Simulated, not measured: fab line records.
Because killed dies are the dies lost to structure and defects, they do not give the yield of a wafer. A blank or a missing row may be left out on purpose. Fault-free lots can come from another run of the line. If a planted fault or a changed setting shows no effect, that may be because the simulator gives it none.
The tool behind it: which one? / flow berkeley-cmos170 / 18 wafers from 6 lots sampled at 2 of the route's 331 steps

## WHAT EACH GAUGE READ, for each wafer
UCB170_M1_CD_MEAS_90: the cd target is 700 nm.
lot=L528; measured=day 7 01:56; on=cd-sem-01; cd-nm (nm)=701.5 700.4 701.7
lot=L531; measured=day 7 05:38; on=cd-sem-02; cd-nm (nm)=700.5 699.6 702.3
lot=L538; measured=day 8 23:59; on=cd-sem-02; cd-nm (nm)=698.8 698.5 698.7
lot=L544; measured=day 10 02:25; on=cd-sem-02; cd-nm (nm)=700.6 699.8 699.9
lot=L547; measured=day 11 02:56; on=cd-sem-02; cd-nm (nm)=704.6 703.8 703.3
lot=L551; measured=day 12 02:34; on=cd-sem-02; cd-nm (nm)=702.7 702.2 702.1

## TOOL THAT RAN EACH LOT (tool first, then ch and the chambers of the sampled wafers, then the start)
lot=L528; UCB170_M1_METAL_ETCH_12=rie-metal-02 ch 0,1, day 7 01:43
lot=L531; UCB170_M1_METAL_ETCH_12=rie-metal-02 ch 0,1, day 7 05:21
lot=L538; UCB170_M1_METAL_ETCH_12=rie-metal-03 ch 0,1, day 8 23:45
lot=L544; UCB170_M1_METAL_ETCH_12=rie-metal-02 ch 0,1, day 10 02:10
lot=L547; UCB170_M1_METAL_ETCH_12=rie-metal-02 ch 0,1, day 11 02:34
lot=L551; UCB170_M1_METAL_ETCH_12=rie-metal-01 ch 0,1, day 12 02:19
- UCB170_M1_METAL_ETCH_12: etches Al in Cl2/BCl3, stops on PSG, target depth 780 nm, time 130 s.

## THE ANSWER, worked out from the rows above alone
Rule: the lots themselves supply what counts as usual. Put in order of their means at a reading, lots are off if they are a third of the lots or fewer, leave a main group of 4 or more, and stand apart from it by a gap of 3 or more times the standard deviation of the main group's means; of several such gaps the widest counts. The tables above print the reading to a certain number of digits; a main group whose means all agree to those digits is not used. Also off: a lot with no number at a reading for which 4 or more lots have one. Any other lot the step has rows for is counted as sound.
Across all readings shown, no lot is off: no conclusion can be drawn from this.

## WHAT HAD BEEN PUT IN BY THE SIMULATOR
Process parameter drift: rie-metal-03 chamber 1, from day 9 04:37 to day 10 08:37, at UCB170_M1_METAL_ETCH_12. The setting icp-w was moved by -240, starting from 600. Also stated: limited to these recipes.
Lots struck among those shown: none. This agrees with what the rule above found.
